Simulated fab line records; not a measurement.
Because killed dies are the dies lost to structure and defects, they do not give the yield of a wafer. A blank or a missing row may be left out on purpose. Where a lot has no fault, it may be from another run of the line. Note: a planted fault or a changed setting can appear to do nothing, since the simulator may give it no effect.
Split-lot study || flow rit_cmos || 5 lots, 23 wafers read, on a route of 202 steps

## ABOUT THE SPLIT
At RIT_GATE_OXIDATION_05 (target thk 3 nm, ox time 270 s), the setting temp_c was moved away from the recipe's 900 C on 10 of the 23 wafers read, by -2.1% to +2.3%. All remaining wafers had this setting at the recipe value.

## FROM THE SPLIT TO THE READING: what the file shows between them, 1 step
- RIT_GATE_ANNEAL_06: time 600 s

## THE READING
GATE_OXIDE_THK in nanometres, read at RIT_GATE_THK_MEAS_07. A value of 3.02 nm with a standard deviation of 0.064 nm is what fault-free wafers of this fab line usually give.

{"wafer": "L075.1", "tool, chamber at the split": "-, -", "temp_c as run, C": 920.9, "against the recipe": "+2.3%", "GATE_OXIDE_THK, nm": 3.86, "against lot-mates on the recipe": "no lot-mate on the recipe"}
{"wafer": "L075.2", "tool, chamber at the split": "-, -", "temp_c as run, C": 920.9, "against the recipe": "+2.3%", "GATE_OXIDE_THK, nm": 3.91, "against lot-mates on the recipe": "no lot-mate on the recipe"}
{"wafer": "L075.3", "tool, chamber at the split": "-, -", "temp_c as run, C": 920.9, "against the recipe": "+2.3%", "GATE_OXIDE_THK, nm": 3.87, "against lot-mates on the recipe": "no lot-mate on the recipe"}
{"wafer": "L075.4", "tool, chamber at the split": "-, -", "temp_c as run, C": 920.9, "against the recipe": "+2.3%", "GATE_OXIDE_THK, nm": 3.86, "against lot-mates on the recipe": "no lot-mate on the recipe"}
{"wafer": "L075.6", "tool, chamber at the split": "-, -", "temp_c as run, C": 920.9, "against the recipe": "+2.3%", "GATE_OXIDE_THK, nm": 3.92, "against lot-mates on the recipe": "no lot-mate on the recipe"}
{"wafer": "L076.1", "tool, chamber at the split": "-, -", "temp_c as run, C": 900, "against the recipe": "recipe", "GATE_OXIDE_THK, nm": 2.95, "against lot-mates on the recipe": "-"}
{"wafer": "L076.2", "tool, chamber at the split": "-, -", "temp_c as run, C": 900, "against the recipe": "recipe", "GATE_OXIDE_THK, nm": 3.03, "against lot-mates on the recipe": "-"}
{"wafer": "L076.3", "tool, chamber at the split": "-, -", "temp_c as run, C": 900, "against the recipe": "recipe", "GATE_OXIDE_THK, nm": 3.00, "against lot-mates on the recipe": "-"}
{"wafer": "L076.4", "tool, chamber at the split": "-, -", "temp_c as run, C": 900, "against the recipe": "recipe", "GATE_OXIDE_THK, nm": 3.06, "against lot-mates on the recipe": "-"}
{"wafer": "L076.6", "tool, chamber at the split": "-, -", "temp_c as run, C": 900, "against the recipe": "recipe", "GATE_OXIDE_THK, nm": 3.01, "against lot-mates on the recipe": "-"}
{"wafer": "L079.2", "tool, chamber at the split": "-, -", "temp_c as run, C": 881.1, "against the recipe": "-2.1%", "GATE_OXIDE_THK, nm": 2.35, "against lot-mates on the recipe": "no lot-mate on the recipe"}
{"wafer": "L079.3", "tool, chamber at the split": "-, -", "temp_c as run, C": 881.1, "against the recipe": "-2.1%", "GATE_OXIDE_THK, nm": 2.33, "against lot-mates on the recipe": "no lot-mate on the recipe"}
{"wafer": "L079.4", "tool, chamber at the split": "-, -", "temp_c as run, C": 881.1, "against the recipe": "-2.1%", "GATE_OXIDE_THK, nm": 2.36, "against lot-mates on the recipe": "no lot-mate on the recipe"}
{"wafer": "L079.5", "tool, chamber at the split": "-, -", "temp_c as run, C": 881.1, "against the recipe": "-2.1%", "GATE_OXIDE_THK, nm": 2.36, "against lot-mates on the recipe": "no lot-mate on the recipe"}
{"wafer": "L079.6", "tool, chamber at the split": "-, -", "temp_c as run, C": 881.1, "against the recipe": "-2.1%", "GATE_OXIDE_THK, nm": 2.29, "against lot-mates on the recipe": "no lot-mate on the recipe"}
{"wafer": "L083.1", "tool, chamber at the split": "-, -", "temp_c as run, C": 900, "against the recipe": "recipe", "GATE_OXIDE_THK, nm": 2.88, "against lot-mates on the recipe": "-"}
{"wafer": "L083.3", "tool, chamber at the split": "-, -", "temp_c as run, C": 900, "against the recipe": "recipe", "GATE_OXIDE_THK, nm": 2.95, "against lot-mates on the recipe": "-"}
{"wafer": "L083.4", "tool, chamber at the split": "-, -", "temp_c as run, C": 900, "against the recipe": "recipe", "GATE_OXIDE_THK, nm": 2.89, "against lot-mates on the recipe": "-"}
{"wafer": "L083.5", "tool, chamber at the split": "-, -", "temp_c as run, C": 900, "against the recipe": "recipe", "GATE_OXIDE_THK, nm": 2.92, "against lot-mates on the recipe": "-"}
{"wafer": "L083.6", "tool, chamber at the split": "-, -", "temp_c as run, C": 900, "against the recipe": "recipe", "GATE_OXIDE_THK, nm": 2.96, "against lot-mates on the recipe": "-"}
{"wafer": "L085.1", "tool, chamber at the split": "furnace-02, 0", "temp_c as run, C": 900, "against the recipe": "recipe", "GATE_OXIDE_THK, nm": 3.10, "against lot-mates on the recipe": "-"}
{"wafer": "L085.3", "tool, chamber at the split": "furnace-02, 0", "temp_c as run, C": 900, "against the recipe": "recipe", "GATE_OXIDE_THK, nm": 3.12, "against lot-mates on the recipe": "-"}
{"wafer": "L085.6", "tool, chamber at the split": "furnace-02, 0", "temp_c as run, C": 900, "against the recipe": "recipe", "GATE_OXIDE_THK, nm": 3.09, "against lot-mates on the recipe": "-"}

THE FIT
A straight line over all 23 wafers: GATE_OXIDE_THK changes by +0.351 nm for each +1% of temp_c; r = +0.99; the points scatter about the line by 0.074 nm.
Too few moved wafers with a lot-mate on the recipe to fit a line net of each lot's own level.

## THE WHOLE CHAIN: every reading that the file lists as answering this split, in the file's order
{"step": "RIT_GATE_OXIDATION_05", "what it does": "target thk 3 nm, ox time 270 s", "reading": "SiO2_of_GATE_OXIDATION_05.thk_nm (the simulator's own value, which no gauge read)", "change (the file's fit)": "+0.349 nm for each +1% of the setting", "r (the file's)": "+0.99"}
{"step": "RIT_GATE_THK_MEAS_07", "what it does": "", "reading": "GATE_OXIDE_THK", "change (the file's fit)": "+0.35 for each +1% of the setting", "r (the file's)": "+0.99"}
{"step": "RIT_M1_PROBE_99", "what it does": "", "reading": "etest.pmos_0p3.r_on_ohm_um (the simulator's own value, which no gauge read)", "change (the file's fit)": "+654 for each +1% of the setting", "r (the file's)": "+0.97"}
{"step": "RIT_M1_PROBE_99", "what it does": "", "reading": "etest.nmos_0p3.r_on_ohm_um (the simulator's own value, which no gauge read)", "change (the file's fit)": "+163 for each +1% of the setting", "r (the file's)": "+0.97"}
{"step": "RIT_M1_PROBE_99", "what it does": "", "reading": "etest.nmos_0p3.drive_ua_um (the simulator's own value, which no gauge read)", "change (the file's fit)": "-25.8 for each +1% of the setting", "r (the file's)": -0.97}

## FILE'S OWN FIT
GATE_OXIDE_THK changes by +0.35 nm for each +1% of temp_c, r = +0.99.
